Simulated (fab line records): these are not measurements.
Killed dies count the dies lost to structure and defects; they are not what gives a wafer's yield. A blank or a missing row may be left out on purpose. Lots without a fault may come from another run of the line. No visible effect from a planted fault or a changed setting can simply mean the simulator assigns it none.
Struck lot and sound lot, side by side / flow berkeley cmos170 / 26 steps out of a route of 331
Sound: the wafers L669.2, L669.4, L669.5. Wafers struck: L680.3, L680.4, L680.5. At the end, the cause is stated.
Per side, at each step with rows, come the tool, then ch with its chambers, and then its first start. Under that, the readings that differ: sound wafers / struck wafers / difference of the means / sigmas: that difference in standard deviations of wafers without a fault.
alike: a reading whose means differ by less than 2 such deviations, as well as words and numbers matching on both sides. not compared: withheld readings; readings where some wafer has no value; bounds like >300 that might hide an equal value; numbers whose values overlap and for which the record gives no deviation.
The two part at a step that has a row with sigmas, a row that says differs or no value, or rows on one side only. Numbers that have no deviation but don't overlap get no sigmas and don't part them. A reading missing from all wafers of one side parts the sides only when that side holds two or more wafers.

first, 2 steps without rows for these wafers: UCB170_SCREENOX_WET_ETCH_00 (etches SiO2 in dHF, time 200 s); UCB170_SCREENOX_OXIDATION_01 (target thk 14.4 nm, ox time 2400 s).
UCB170_SCREENOX_THK_MEAS_02:
  struck on film metro-02, day 9 02:50; sound on film metro-01, day 6 11:44
  alike: SCREENOX_OXIDE_THK
then, 7 steps without rows for these wafers: UCB170_SCREENOX_ANNEAL_03 (time 900 s); UCB170_NVT_HMDS_00 (prime time 60 s); UCB170_NVT_COAT_01 (resist thk 900 nm); UCB170_NVT_SOFTBAKE_02 (time 60 s); UCB170_NVT_EXPOSE_03 (exposes mask PWELL, target cd 3000 nm); UCB170_NVT_PEB_04; UCB170_NVT_DEVELOP_05 (develop time 45 s).
UCB170_NVT_OVL_MEAS_06:
  struck on overlay-02, day 9 10:57; sound on overlay-01, day 6 19:33
  alike: NVT_OVL
following that, these wafers have no rows for 1 step: UCB170_NVT_IMPLANT_07.
UCB170_NVT_STRIP_08: strips in O2.
  sound on plasma asher-01 ch 0,1, day 6 19:44; struck on plasma asher-02 ch 0,1, day 9 11:10
  no value came back on the struck wafers for chamber pressure mTorr (mTorr), drypump motor current A (A), oes product au (a.u.), strip time to endpoint s (s); on the sound wafers chamber pressure mTorr (mTorr) reads 3499 3501 3495
reading=model.KrF_of_NVT_COAT_01.thk nm (nm); sound=0 0 0; struck=883.5 885.2 881.4; difference=+883.4; sigmas=
  not compared: rf hours counter h
UCB170_NVT_TW_MEAS_09:
  struck on film metro-02, day 9 11:14; sound on film metro-04, day 6 19:50
reading=NVT_TW; sound=516 518 517; struck=529 527 528; difference=+11; sigmas=+3
then, 7 steps without rows for these wafers: UCB170_NVT_CLEAN_10 (cleans in SPM, time 600 s); UCB170_PVT_HMDS_00 (prime time 60 s); UCB170_PVT_COAT_01 (resist thk 900 nm); UCB170_PVT_SOFTBAKE_02 (time 60 s); UCB170_PVT_EXPOSE_03 (exposes mask NWELL, target cd 3000 nm); UCB170_PVT_PEB_04; UCB170_PVT_DEVELOP_05 (develop time 45 s).
UCB170_PVT_OVL_MEAS_06:
  struck on overlay-01, day 9 14:28; sound on overlay-01, day 6 21:40
  alike: PVT_OVL
following that, these wafers have no rows for 1 step: UCB170_PVT_IMPLANT_07.
UCB170_PVT_STRIP_08: strips in O2.
  sound on plasma asher-03 ch 1, day 6 21:51; struck on plasma asher-03 ch 0,1, day 9 14:41
reading=oes product au (a.u.); sound=0.735 0.724 0.733; struck=0.747 0.742 0.733; difference=+0.010; sigmas=+2
reading=strip time to endpoint s (s); sound=21.53 21.62 21.57; struck=47.79 47.87 47.68; difference=+26.21; sigmas=+99 or more
  alike: chamber pressure mTorr, drypump motor current A
  not compared: rf hours counter h
UCB170_PVT_TW_MEAS_09:
  struck on film metro-01, day 9 14:46; sound on film metro-01, day 6 21:58
reading=PVT_TW; sound=505.9 505.6 503.6; struck=29.8 29.7 29.9; difference=-475.2; sigmas=-99 or more
then, 1 step without rows for these wafers: UCB170_GATE_WET_ETCH_00 (etches SiO2 in dHF, time 200 s).

== WHERE THEY PART ==
First at UCB170_NVT_STRIP_08; last, within this record, at UCB170_PVT_TW_MEAS_09.

WHY: the cause the simulator had injected
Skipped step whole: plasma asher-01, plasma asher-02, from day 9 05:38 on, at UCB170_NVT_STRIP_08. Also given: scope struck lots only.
